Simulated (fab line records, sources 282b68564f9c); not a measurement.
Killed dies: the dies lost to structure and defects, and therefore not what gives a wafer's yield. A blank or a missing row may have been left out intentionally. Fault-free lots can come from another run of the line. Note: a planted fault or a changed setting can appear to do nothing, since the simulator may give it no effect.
fab line records	flow rit_cmos
record: lots: 6	wafers: 18	last_day: 7
route steps=202 shown PLDD@118 SPACER@125 NSD@131 PSD@142 SDANNEAL@153 SILICIDE@161 M1@202
lots untouched by any fault: they come from a run of this same line in which no faults occurred
start_h: hours from the record's first day to the start of the lot's first wafer shown	wait_h: time in hours since the lot's previous step	" repeats the value in the row above	L1.1+2: several wafers, shown together as one row	- no value, or no start given	* or withheld: withheld	< > ~ a bound
route shown NAME@n: a module of which the file shows steps, and the number in the route of the first	usual: average and standard deviation across the fault-free wafers	same: alike in all rows	chamber/n: place in a boat	sites: each site's reading	_std_site: the values' standard deviation	_edge_site: inner sites' mean taken away from outer sites' mean	radius_mm: for every site, how far away it sits from the centre of the wafer	mask NAME#n: copy n	behind: tool/chamber where the wafer was last shaped	hold: the reason the lot was held/the length of the hold in hours/how it ended	device: names the non-switching transistor (n, p or np)	end of line: tests of these same wafers at the route's end	step lacking rows: just its recipe	killed: count of dies lost to structure and defects at first sort (not the wafer's yield)	map: a wafer's dies, marking killed ones x, the rest . and places with no die _
set.NAME: the setting the step ran with; set.NAME@STEP: the setting that earlier step ran with	model.NAME: the simulator's own value behind a step, which no gauge read
lots at selected steps of the route; one table per step, one row per wafer
services: a tool's chamber out of use, with start hour (start_h, from the record's first day; less than 0 if before it), hours out, and reason
== steps ==
step: RIT_PLDD_PEB_04
recipe: resist: NOVOLAK	temp_c: withheld	time_s: withheld
step: RIT_PLDD_DEVELOP_05
recipe: resist: NOVOLAK	develop_time_s: 50	dev_temp_c: 23
step: RIT_PLDD_OVL_MEAS_06
usual: PLDD_OVL: 0.3/1.5
lot.wafer	tool	chamber	start_h	wait_h	PLDD_OVL[nm]
L246.1	overlay-01	-	57.15	-	-0.2
L246.4	"	-	"	"	-0.9
L246.5	"	-	"	"	-1.5
L247.3	overlay-01	-	63.53	-	-0.5
L247.5	"	-	"	"	1.4
L247.6	"	-	"	"	1.6
L259.2	overlay-01	-	118.62	-	-1.5
L259.4	"	-	"	"	-0.4
L259.6	"	-	"	"	-0.8
L260.2	overlay-01	-	124.45	-	0.7
L260.4	"	-	"	"	0.0
L260.6	"	-	"	"	0.4
L261.1	overlay-01	-	127.78	-	-0.5
L261.2	"	-	"	"	0.7
L261.3	"	-	"	"	-0.6
L268.1	overlay-02	-	164.61	-	1.1
L268.4	"	-	"	"	0.7
L268.5	"	-	"	"	1.4
step: RIT_PLDD_HARDBAKE_07
recipe: resist: NOVOLAK	temp_c: 140	time_s: 60
step: RIT_PLDD_IMPLANT_08
recipe: species: BF2	energy_kev: 20	dose_cm2: 9e+14	tilt_deg: 7
step: RIT_PLDD_STRIP_09
recipe: chemistry: O2	time_s: 180	resist: NOVOLAK	platen_temp_c: withheld	power_w: 500	pressure_mtorr: 4000	o2_flow_sccm: 4000
usual: chamber_pressure_mTorr: 4000/3.1	drypump_motor_current_A: 5.72/0.29	o2_flow_sccm: 4000/12
lot.wafer	tool	chamber	start_h	wait_h	chamber_pressure_mTorr	drypump_motor_current_A	o2_flow_sccm	rf_hours_counter_h
L246.1	plasma_asher-02	0	57.49	0.1	4000	5.77	4006	27
L246.4	"	0	"	"	4006	5.78	4011	-
L246.5	"	1	"	"	3997	6.01	3991	-
L247.3	plasma_asher-01	1	63.92	0.1	3998	6.09	3990	-
L247.5	"	1	"	"	4002	6.12	3994	-
L247.6	"	0	"	"	3997	5.75	4008	-
L259.2	plasma_asher-04	1	118.95	0.1	4001	5.77	3980	49
L259.4	"	0	"	"	3996	5.21	4025	-
L259.6	"	1	"	"	3994	5.80	3993	-
L260.2	plasma_asher-02	1	124.82	0.1	3999	6.01	4015	34
L260.4	"	0	"	"	3999	5.77	4009	-
L260.6	"	0	"	"	4001	5.78	3984	-
L261.1	plasma_asher-01	0	128.12	0.1	4003	5.72	3991	47
L261.2	"	1	"	"	4005	6.05	4003	47
L261.3	"	1	"	"	3998	6.05	3983	-
L268.1	plasma_asher-04	1	164.95	0.1	4004	5.82	3997	54
L268.4	"	0	"	"	3996	5.24	4008	-
L268.5	"	0	"	"	3993	5.23	4000	-
step: RIT_PLDD_TW_MEAS_10
usual: PLDD_TW: 2344/13
lot.wafer	tool	chamber	start_h	wait_h	PLDD_TW
L246.1	film_metro-02	-	57.66	0.1	2349
L246.4	"	-	"	"	2354
L246.5	"	-	"	"	2357
L247.3	film_metro-01	-	64.05	0.1	2314
L247.5	"	-	"	"	2328
L247.6	"	-	"	"	2312
L259.2	film_metro-01	-	119.13	0.1	2334
L259.4	"	-	"	"	2326
L259.6	"	-	"	"	2337
L260.2	film_metro-03	-	125.00	0.1	2356
L260.4	"	-	"	"	2351
L260.6	"	-	"	"	2346
L261.1	film_metro-03	-	128.29	0.1	2351
L261.2	"	-	"	"	2360
L261.3	"	-	"	"	2359
L268.1	film_metro-02	-	165.12	0.1	2359
L268.4	"	-	"	"	2357
L268.5	"	-	"	"	2348
step: RIT_SPACER_CLEAN_00
recipe: chemistry: SC1	mix: 3:3:50	time_s: 600	temp_c: 75
step: RIT_SPACER_CLEAN_01
recipe: chemistry: dHF	dilution: 50:1	time_s: 30
step: RIT_SPACER_CLEAN_02
recipe: chemistry: SC2	mix: 3:3:50	time_s: 600	temp_c: 75	dry: n2_spin
step: RIT_SPACER_CVD_03
recipe: material: Si3N4	target_thk_nm: 250	temp_c: 810	precursor: SiH2Cl2/NH3	time_s: 3300	pressure_mtorr: 300	sih2cl2_flow_sccm: 60	nh3_flow_sccm: 150
step: RIT_SPACER_THK_MEAS_04
recipe: reads: Si3N4_of_SPACER_CVD_03
usual: SPACER_NITRIDE_THK: 249.3/2.9
lot.wafer	tool	chamber	start_h	wait_h	SPACER_NITRIDE_THK[nm]
L246.1	film_metro-04	-	60.45	0.0	250.4
L246.4	"	-	"	"	250.7
L246.5	"	-	"	"	248.3
L247.3	film_metro-04	-	66.41	0.0	253.1
L247.5	"	-	"	"	254.7
L247.6	"	-	"	"	252.3
L259.2	film_metro-04	-	122.50	0.0	247.9
L259.4	"	-	"	"	245.8
L259.6	"	-	"	"	246.9
L260.2	film_metro-02	-	127.34	0.0	245.0
L260.4	"	-	"	"	249.3
L260.6	"	-	"	"	244.7
L261.1	film_metro-04	-	131.12	0.0	250.5
L261.2	"	-	"	"	252.4
L261.3	"	-	"	"	250.5
L268.1	film_metro-04	-	168.44	0.0	245.9
L268.4	"	-	"	"	246.1
L268.5	"	-	"	"	242.0
step: RIT_SPACER_ETCHBACK_05
recipe: target_depth_a: 2500	SF6_flow_sccm: 30	CHF3_flow_sccm: 30	target: Si3N4	chemistry: SF6/CHF3	pressure_mtorr: 40	rf_w: 250	time_s: 240	stop_on: SiO2
usual: chamber_pressure_mTorr: 40.00/0.037	drypump_motor_current_A: 5.6/0.41	oes_product_au: 0.849/0.014	rf_fwd_power_W: 249.2/0.81	throttle_valve_pct: 10.19/0.15
lot.wafer	tool	chamber	start_h	wait_h	chamber_pressure_mTorr	drypump_motor_current_A	oes_product_au	rf_fwd_power_W	rf_hours_counter_h	throttle_valve_pct	model.poly-Si_of_GATE_CVD_08.thk_nm	model.Si3N4_of_SPACER_CVD_03.thk_nm	model.SiO2_of_FOX2_OXIDATION_00.thk_nm
L246.1	rie_diel-03	1	60.51	0.1	40.05	5.5	0.850	249.5	115	10.25	168.5	195.6	181.8
L246.4	"	3	"	"	39.98	4.8	0.853	249.3	31	10.40	168.7	196.6	185
L246.5	"	3	"	"	39.97	4.8	0.849	248.8	-	10.39	171.3	195.1	181
L247.3	rie_diel-04	1	66.45	0.0	39.99	5.3	0.859	247.7	7	9.94	164.5	197.1	183.8
L247.5	"	0	"	"	40.01	5.6	0.847	248.4	-	10.18	164.3	198.8	188.7
L247.6	"	1	"	"	39.97	5.3	0.858	248.7	-	9.91	163.8	196.4	191.6
L259.2	rie_diel-04	1	122.55	0.0	40.00	5.3	0.863	374.6	8	9.92	147.2	182.3	174.6
L259.4	"	2	"	"	40.02	5.6	0.850	374.0	106	10.30	147.6	180.7	174
L259.6	"	1	"	"	40.07	5.3	0.848	372.7	-	9.91	147.5	181	169.8
L260.2	rie_diel-04	3	127.39	0.0	40.06	6.0	0.830	373.9	114	10.02	151.1	180.4	154.2
L260.4	"	1	"	"	40.08	5.3	0.853	373.9	8	9.91	150.3	182.7	160
L260.6	"	3	"	"	40.02	6.0	0.823	374.9	-	10.01	148.9	180	155.4
L261.1	rie_diel-01	3	131.18	0.1	40.03	6.0	0.870	250.1	75	10.33	165.6	195.7	166.9
L261.2	"	2	"	"	40.01	4.8	0.872	248.5	1	10.18	163.9	196.9	167.6
L261.3	"	0	"	"	40.00	5.8	0.857	249.6	8	10.28	165.4	195.6	174.3
L268.1	rie_diel-01	2	168.50	0.1	40.06	4.8	0.853	248.8	2	10.18	167.1	192.7	174.2
L268.4	"	1	"	"	40.00	5.1	0.853	250.0	6	10.36	166.8	193.2	168.7
L268.5	"	1	"	"	39.99	5.1	0.842	249.4	-	10.34	167.4	190	169.3
step: RIT_NSD_HMDS_00
recipe: prime_time_s: 60	prime_temp_c: 140
step: RIT_NSD_COAT_01
recipe: resist: NOVOLAK	spin_rpm: 3250	resist_thk_nm: 1000
step: RIT_NSD_SOFTBAKE_02
recipe: resist: NOVOLAK	temp_c: 90	time_s: 60
step: RIT_NSD_EXPOSE_03
recipe: mask_id: M9	na: 0.57	target_cd_nm: 40700	dose_mj: 250
step: RIT_NSD_PEB_04
recipe: resist: NOVOLAK	temp_c: withheld	time_s: withheld
step: RIT_NSD_DEVELOP_05
recipe: resist: NOVOLAK	develop_time_s: 50	dev_temp_c: 23
step: RIT_NSD_OVL_MEAS_06
usual: NSD_OVL: 0.8/1.3
lot.wafer	tool	chamber	start_h	wait_h	NSD_OVL[nm]
L246.1	overlay-01	-	61.63	-	-0.3
L246.4	"	-	"	"	-0.1
L246.5	"	-	"	"	-1.6
L247.3	overlay-01	-	67.59	-	1.8
L247.5	"	-	"	"	0.7
L247.6	"	-	"	"	0.0
L259.2	overlay-01	-	123.56	-	1.8
L259.4	"	-	"	"	0.9
L259.6	"	-	"	"	1.3
L260.2	overlay-01	-	128.52	-	-1.1
L260.4	"	-	"	"	0.7
L260.6	"	-	"	"	-2.0
L261.1	overlay-01	-	132.18	-	1.9
L261.2	"	-	"	"	4.1
L261.3	"	-	"	"	1.4
L268.1	overlay-02	-	169.62	-	0.5
L268.4	"	-	"	"	2.7
L268.5	"	-	"	"	1.6
step: RIT_NSD_HARDBAKE_07
recipe: resist: NOVOLAK	temp_c: 140	time_s: 60
step: RIT_NSD_IMPLANT_08
recipe: species: P	energy_kev: 25	dose_cm2: 1e+15	tilt_deg: 7
step: RIT_NSD_STRIP_09
recipe: chemistry: O2	time_s: 180	resist: NOVOLAK	platen_temp_c: withheld	power_w: 500	pressure_mtorr: 4000	o2_flow_sccm: 4000
usual: chamber_pressure_mTorr: 3999/3.8	drypump_motor_current_A: 5.76/0.23	o2_flow_sccm: 3998/14
lot.wafer	tool	chamber	start_h	wait_h	chamber_pressure_mTorr	drypump_motor_current_A	o2_flow_sccm	rf_hours_counter_h
L246.1	plasma_asher-01	0	61.97	0.1	3999	5.75	3978	39
L246.4	"	1	"	"	3996	6.09	4000	-
L246.5	"	0	"	"	3993	5.72	3974	-
L247.3	plasma_asher-03	0	67.97	0.1	3997	5.40	4004	-
L247.5	"	0	"	"	3995	5.38	3987	-
L247.6	"	1	"	"	4001	5.72	3972	-
L259.2	plasma_asher-03	0	123.89	0.1	3993	5.40	3970	1
L259.4	"	1	"	"	4001	5.73	3994	-
L259.6	"	0	"	"	3994	5.43	3977	-
L260.2	plasma_asher-01	1	128.85	0.1	4003	6.09	3986	47
L260.4	"	0	"	"	3995	5.74	3971	-
L260.6	"	1	"	"	4004	6.06	3994	-
L261.1	plasma_asher-02	1	132.52	0.1	3992	6.00	3989	35
L261.2	"	0	"	"	4000	5.78	3972	35
L261.3	"	1	"	"	4001	5.99	3990	-
L268.1	plasma_asher-03	1	169.96	0.1	4000	5.70	4003	5
L268.4	"	1	"	"	4004	5.71	4005	-
L268.5	"	0	"	"	4006	5.38	4005	-
step: RIT_NSD_TW_MEAS_10
usual: NSD_TW: 3109/20
lot.wafer	tool	chamber	start_h	wait_h	NSD_TW
L246.1	film_metro-03	-	62.14	0.1	3113
L246.4	"	-	"	"	3081
L246.5	"	-	"	"	3115
L247.3	film_metro-01	-	68.11	0.1	3071
L247.5	"	-	"	"	3084
L247.6	"	-	"	"	3092
L259.2	film_metro-03	-	124.07	0.1	3126
L259.4	"	-	"	"	3119
L259.6	"	-	"	"	3129
L260.2	film_metro-03	-	129.04	0.1	3109
L260.4	"	-	"	"	3119
L260.6	"	-	"	"	3125
L261.1	film_metro-02	-	132.69	0.1	3117
L261.2	"	-	"	"	3125
L261.3	"	-	"	"	3124
L268.1	film_metro-02	-	170.13	0.1	3129
L268.4	"	-	"	"	3122
L268.5	"	-	"	"	3132
step: RIT_PSD_HMDS_00
recipe: prime_time_s: 60	prime_temp_c: 140
step: RIT_PSD_COAT_01
recipe: resist: NOVOLAK	spin_rpm: 3250	resist_thk_nm: 1000
step: RIT_PSD_SOFTBAKE_02
recipe: resist: NOVOLAK	temp_c: 90	time_s: 60
step: RIT_PSD_EXPOSE_03
recipe: mask_id: M10	na: 0.57	target_cd_nm: 40900	dose_mj: 250
step: RIT_PSD_PEB_04
recipe: resist: NOVOLAK	temp_c: withheld	time_s: withheld
step: RIT_PSD_DEVELOP_05
recipe: resist: NOVOLAK	develop_time_s: 50	dev_temp_c: 23
step: RIT_PSD_OVL_MEAS_06
usual: PSD_OVL: 1.1/1.4
lot.wafer	tool	chamber	start_h	wait_h	PSD_OVL[nm]
L246.1	overlay-02	-	63.05	-	-0.2
L246.4	"	-	"	"	0.7
L246.5	"	-	"	"	3.3
L247.3	overlay-02	-	69.01	-	3.0
L247.5	"	-	"	"	2.0
L247.6	"	-	"	"	2.2
L259.2	overlay-01	-	125.10	-	0.0
L259.4	"	-	"	"	0.3
L259.6	"	-	"	"	0.8
L260.2	overlay-02	-	130.07	-	3.1
L260.4	"	-	"	"	3.6
L260.6	"	-	"	"	5.2
L261.1	overlay-01	-	133.73	-	-0.6
L261.2	"	-	"	"	1.0
L261.3	"	-	"	"	1.1
L268.1	overlay-02	-	171.04	-	2.2
L268.4	"	-	"	"	2.5
L268.5	"	-	"	"	0.8
step: RIT_PSD_HARDBAKE_07
recipe: resist: NOVOLAK	temp_c: 140	time_s: 60
step: RIT_PSD_IMPLANT_08
recipe: species: BF2	energy_kev: 27	dose_cm2: 5e+15	tilt_deg: 7
step: RIT_PSD_STRIP_09
recipe: chemistry: O2	time_s: 180	resist: NOVOLAK	platen_temp_c: withheld	power_w: 500	pressure_mtorr: 4000	o2_flow_sccm: 4000
usual: chamber_pressure_mTorr: 4000/3.5	drypump_motor_current_A: 5.71/0.27	o2_flow_sccm: 3998/13
lot.wafer	tool	chamber	start_h	wait_h	chamber_pressure_mTorr	drypump_motor_current_A	o2_flow_sccm	rf_hours_counter_h
L246.1	plasma_asher-03	0	63.39	0.1	3996	5.39	4005	41
L246.4	"	0	"	"	4004	5.36	4011	-
L246.5	"	0	"	"	3997	5.38	4023	-
L247.3	plasma_asher-03	0	69.39	0.1	3996	5.39	4000	-
L247.5	"	1	"	"	4000	5.72	3989	-
L247.6	"	0	"	"	4004	5.41	4008	-
L259.2	plasma_asher-03	1	125.43	0.1	4002	5.74	3980	1
L259.4	"	0	"	"	3999	5.38	4004	-
L259.6	"	0	"	"	4001	5.40	3996	-
L260.2	plasma_asher-01	1	130.40	0.1	4001	6.06	3990	48
L260.4	"	0	"	"	3999	5.73	4006	-
L260.6	"	1	"	"	4002	6.05	3997	-
L261.1	plasma_asher-01	0	134.06	0.1	4006	5.73	4017	48
L261.2	"	1	"	"	3995	6.12	3973	48
L261.3	"	0	"	"	4008	5.73	4010	-
L268.1	plasma_asher-03	1	171.38	0.1	3997	5.74	3989	5
L268.4	"	0	"	"	4003	5.38	3976	-
L268.5	"	1	"	"	3997	5.74	3999	-
step: RIT_PSD_TW_MEAS_10
usual: PSD_TW: 3414/18
lot.wafer	tool	chamber	start_h	wait_h	PSD_TW
L246.1	film_metro-03	-	63.56	0.1	3398
L246.4	"	-	"	"	3419
L246.5	"	-	"	"	3410
L247.3	film_metro-02	-	69.53	0.1	3430
L247.5	"	-	"	"	3444
L247.6	"	-	"	"	3438
L259.2	film_metro-02	-	125.62	0.1	3437
L259.4	"	-	"	"	3421
L259.6	"	-	"	"	3422
L260.2	film_metro-02	-	130.58	0.1	3440
L260.4	"	-	"	"	3444
L260.6	"	-	"	"	3452
L261.1	film_metro-03	-	134.24	0.1	3424
L261.2	"	-	"	"	3426
L261.3	"	-	"	"	3436
L268.1	film_metro-01	-	171.56	0.1	3409
L268.4	"	-	"	"	3386
L268.5	"	-	"	"	3398
step: RIT_SDANNEAL_CLEAN_00
recipe: chemistry: SC1	mix: 3:3:50	time_s: 600	temp_c: 75
step: RIT_SDANNEAL_CLEAN_01
recipe: chemistry: dHF	dilution: 50:1	time_s: 30
step: RIT_SDANNEAL_CLEAN_02
recipe: chemistry: SC2	mix: 3:3:50	time_s: 600	temp_c: 75	dry: n2_spin
lot.wafer	tool	chamber	start_h	wait_h	model.poly-Si_of_GATE_CVD_08.thk_nm
L246.1	wet_bench-04	1	63.82	0.0	164.1
L246.4	"	1	"	"	164.3
L246.5	"	1	"	"	166.9
L247.3	wet_bench-03	0	69.78	0.0	160.1
L247.5	"	0	"	"	159.9
L247.6	"	0	"	"	159.4
L259.2	wet_bench-04	0	125.86	0.0	142.8
L259.4	"	0	"	"	143.2
L259.6	"	0	"	"	143.1
L260.2	wet_bench-03	0	130.86	0.0	146.7
L260.4	"	0	"	"	145.9
L260.6	"	0	"	"	144.5
L261.1	wet_bench-03	3	134.50	0.0	161.2
L261.2	"	3	"	"	159.5
L261.3	"	3	"	"	161
L268.1	wet_bench-03	0	171.81	0.0	162.7
L268.4	"	0	"	"	162.4
L268.5	"	0	"	"	163
step: RIT_SDANNEAL_RTA_03
recipe: temp_c: 1050	time_s: 5	idle_temp_c: 600	ramp_up_c_per_s: 342	ramp_down_c_per_s: 171	cool_to_c: 600	ambient: N2
usual: ramp_down_c_per_s: 171.00/0.033	ramp_up_c_per_s: 341.99/0.062	wafer_temp_C_max: 1053.6/1.3
lot.wafer	tool	chamber	start_h	wait_h	ramp_down_c_per_s	ramp_up_c_per_s	wafer_temp_C_max
L246.1	rtp_anneal-01	0	64.01	0.0	171.01	342.07	1054.2
L246.4	"	0	"	"	171.06	341.94	1052.4
L246.5	"	0	"	"	170.98	341.90	1055.4
L247.3	rtp_anneal-02	0	69.99	0.0	171.02	342.01	1053.7
L247.5	"	0	"	"	171.00	341.97	1054.5
L247.6	"	0	"	"	170.97	341.87	1052.4
L259.2	rtp_anneal-02	0	126.06	0.0	171.06	341.95	1054.9
L259.4	"	0	"	"	170.95	342.10	1052.7
L259.6	"	0	"	"	170.96	342.01	1053.9
L260.2	rtp_anneal-01	0	131.08	0.0	171.02	342.05	1054.2
L260.4	"	0	"	"	171.03	342.05	1054.1
L260.6	"	0	"	"	170.95	341.90	1052.9
L261.1	rtp_anneal-02	0	134.69	0.0	171.02	342.03	1053.8
L261.2	"	0	"	"	170.99	341.95	1055.4
L261.3	"	0	"	"	170.97	342.01	1053.0
L268.1	rtp_anneal-01	0	171.98	0.0	170.99	342.06	1055.8
L268.4	"	0	"	"	171.03	342.00	1052.8
L268.5	"	0	"	"	170.98	341.98	1053.8
step: RIT_SDANNEAL_RS_MEAS_04
recipe: thk_meas_gauge: four-point-probe
usual: PSD_RS: 116.09/0.29
lot.wafer	tool	chamber	start_h	wait_h	PSD_RS[ohm/sq]
L246.1	film_metro-02	-	64.06	0.0	115.41
L246.4	"	-	"	"	115.48
L246.5	"	-	"	"	115.73
L247.3	film_metro-02	-	70.07	0.1	116.04
L247.5	"	-	"	"	115.80
L247.6	"	-	"	"	116.15
L259.2	film_metro-01	-	126.13	0.1	116.10
L259.4	"	-	"	"	116.09
L259.6	"	-	"	"	116.16
L260.2	film_metro-03	-	131.15	0.1	115.86
L260.4	"	-	"	"	116.40
L260.6	"	-	"	"	116.21
L261.1	film_metro-02	-	134.81	0.1	116.03
L261.2	"	-	"	"	115.79
L261.3	"	-	"	"	115.87
L268.1	film_metro-03	-	172.04	0.0	115.81
L268.4	"	-	"	"	115.81
L268.5	"	-	"	"	115.92
step: RIT_SDANNEAL_RS_MEAS_05
recipe: thk_meas_gauge: four-point-probe
usual: NSD_RS: 84.7/0.34
lot.wafer	tool	chamber	start_h	wait_h	NSD_RS[ohm/sq]
L246.1	film_metro-02	-	64.18	0.1	84.7
L246.4	"	-	"	"	84.8
L246.5	"	-	"	"	84.4
L247.3	film_metro-02	-	70.19	0.1	84.9
L247.5	"	-	"	"	84.5
L247.6	"	-	"	"	84.5
L259.2	film_metro-01	-	126.25	0.1	84.7
L259.4	"	-	"	"	84.6
L259.6	"	-	"	"	84.5
L260.2	film_metro-03	-	131.27	0.1	84.4
L260.4	"	-	"	"	85.0
L260.6	"	-	"	"	84.7
L261.1	film_metro-02	-	134.93	0.1	84.2
L261.2	"	-	"	"	84.1
L261.3	"	-	"	"	84.5
L268.1	film_metro-03	-	172.16	0.1	84.6
L268.4	"	-	"	"	84.7
L268.5	"	-	"	"	84.8
step: RIT_SDANNEAL_RS_MEAS_06
recipe: thk_meas_gauge: four-point-probe
usual: PLDD_RS: 179.0/0.43
lot.wafer	tool	chamber	start_h	wait_h	PLDD_RS[ohm/sq]
L246.1	film_metro-02	-	64.30	0.1	178.4
L246.4	"	-	"	"	178.5
L246.5	"	-	"	"	178.4
L247.3	film_metro-02	-	70.31	0.1	178.5
L247.5	"	-	"	"	179.1
L247.6	"	-	"	"	179.7
L259.2	film_metro-01	-	126.37	0.1	178.9
L259.4	"	-	"	"	178.5
L259.6	"	-	"	"	179.0
L260.2	film_metro-03	-	131.39	0.1	179.4
L260.4	"	-	"	"	179.4
L260.6	"	-	"	"	179.6
L261.1	film_metro-02	-	135.05	0.1	178.5
L261.2	"	-	"	"	178.6
L261.3	"	-	"	"	178.1
L268.1	film_metro-03	-	172.28	0.1	179.1
L268.4	"	-	"	"	178.9
L268.5	"	-	"	"	179.1
step: RIT_SILICIDE_WET_ETCH_00
recipe: chemistry: BOE	target: SiO2	target_depth_nm: 14	time_s: 15	dry: n2_spin	dilution: 10:1	temp_c: 21.5
lot.wafer	tool	chamber	start_h	wait_h	model.Si3N4_of_SPACER_CVD_03.thk_nm	model.SiO2_of_FOX2_OXIDATION_00.thk_nm
L246.1	wet_bench-01	0	64.54	0.1	194.5	153.3
L246.4	"	0	"	"	195.5	156.5
L246.5	"	0	"	"	194	152.4
L247.3	wet_bench-02	3	70.51	0.1	195.9	155.2
L247.5	"	3	"	"	197.6	160.1
L247.6	"	3	"	"	195.3	163
L259.2	wet_bench-04	0	126.59	0.1	181.1	146
L259.4	"	0	"	"	179.5	145.3
L259.6	"	0	"	"	179.9	141.2
L260.2	wet_bench-02	2	131.61	0.1	179.2	125.3
L260.4	"	2	"	"	181.5	131.2
L260.6	"	2	"	"	178.8	126.6
L261.1	wet_bench-04	2	135.29	0.1	194.5	138.1
L261.2	"	2	"	"	195.7	139
L261.3	"	2	"	"	194.5	145.6
L268.1	wet_bench-04	1	172.52	0.1	191.5	145.8
L268.4	"	1	"	"	192	140.3
L268.5	"	1	"	"	188.9	140.8
step: RIT_M1_PROBE_99
usual: killed_at_contacts: 0.1/0.37	killed_at_front_end: 6.9/2.9	killed_dies: 7.1/2.9	killed_open: 3.3/1.8	killed_short: 3.6/2.2
same: gross_dies: 264	killed_at_M0_to_M3: 0	killed_at_M4_up: 0	killed_at_back_side: 0	killed_at_other: 0
lot.wafer	tool	chamber	start_h	wait_h	killed_at_contacts	killed_at_front_end	killed_dies	killed_open	killed_short
L259.2	prober-01	-	133.52	0.1	0	8	8	2	6
L259.4	prober-01	-	133.62	0.2	0	4	4	3	1
L259.6	prober-01	-	133.72	0.2	0	7	7	3	4
L261.1	prober-01	-	142.69	0.1	0	3	3	2	1
L261.2	prober-01	-	142.74	0.1	0	8	8	5	3
L261.3	prober-01	-	142.79	0.2	0	6	6	3	3
killed by level:class
L259.2 GATE:geometric_particle:short=4 FOX2:geometric_particle:short=1 FOX2:geometric_particle:open=1 GATE:geometric_particle:open=1 SPACER:geometric_particle:short=1
L259.4 GATE:geometric_particle:open=1 GATE:geometric_particle:short=1 REOX:geometric_particle:open=1 SILICIDE:geometric_particle:open=1
L259.6 FOX1:geometric_particle:open=2 FOX2:geometric_particle:short=1 GATE:geometric_particle:short=1 SPACER:geometric_particle:short=1 SPACER:geometric_particle:open=1 SILICIDE:geometric_particle:short=1
L261.1 FOX1:geometric_particle:short=1 FOX1:geometric_particle:open=1 SILICIDE:geometric_particle:open=1
L261.2 GATE:geometric_particle:open=4 SPACER:geometric_particle:short=2 REOX:geometric_particle:open=1 SILICIDE:geometric_particle:short=1
L261.3 GATE:geometric_particle:short=2 FOX1:geometric_particle:open=1 GATE:geometric_particle:open=1 REOX:geometric_particle:short=1 SPACER:geometric_particle:open=1
== services ==
tool	chamber	start_h	hours	kind
rie_diel-01	0	42.09	7.2	repair
plasma_asher-02	-	58.08	9.8	repair
rie_diel-01	2	64.01	-	clean
rie_diel-01	2	64.01	20.8	scheduled_down
rie_diel-01	2	64.01	20.8	vent_cycle
plasma_asher-02	-	67.84	9.9	pm
plasma_asher-04	-	94.35	2.1	repair
plasma_asher-04	-	100.74	0.8	repair
rie_diel-03	0	101.25	13.4	repair
plasma_asher-03	-	108.75	9.0	pm
plasma_asher-03	0	108.75	9.0	vent_cycle
plasma_asher-03	1	108.75	9.0	vent_cycle
rie_diel-01	3	115.03	3.0	repair
plasma_asher-03	0	117.75	-	clean
plasma_asher-03	1	117.75	-	clean
== key ==
first_sign: step: RIT_SPACER_ETCHBACK_05	reading: rf_fwd_power_W	direction: up	sigmas: 99+	usual: 249.2	struck: 374.0
effect none on later readings
model_effect: step: RIT_SPACER_ETCHBACK_05	value: poly-Si_of_GATE_CVD_08.thk_nm	without: 163.5	struck: 148.8
model_effect: step: RIT_SDANNEAL_CLEAN_02	value: poly-Si_of_GATE_CVD_08.thk_nm	without: 159.1	struck: 144.4
model_effect: step: RIT_SILICIDE_WET_ETCH_00	value: Si3N4_of_SPACER_CVD_03.thk_nm	without: 192	struck: 180
met_at RIT_SPACER_ETCHBACK_05
struck_wafers L259.2,L259.4,L259.6,L260.2,L260.4,L260.6
tester_left_out L259,L260
onset_between 66.45 122.55
fault: kind: process_parameter_drift	tool: rie_diel-04	chamber: -	onset_h: 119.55	steps: RIT_SPACER_ETCHBACK_05	channel: rf_w	offset: 125	shape: step	end_h: 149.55	acts_in: these_recipes_only	stated: 250
tester_left_out: of these lots the tester's yield and bins aren't shown, on N5 and GAA mostly nor the transistor test; their killed dies are dies lost to structure and defects alone, not to doping, threshold or leakage, so they don't give the yield
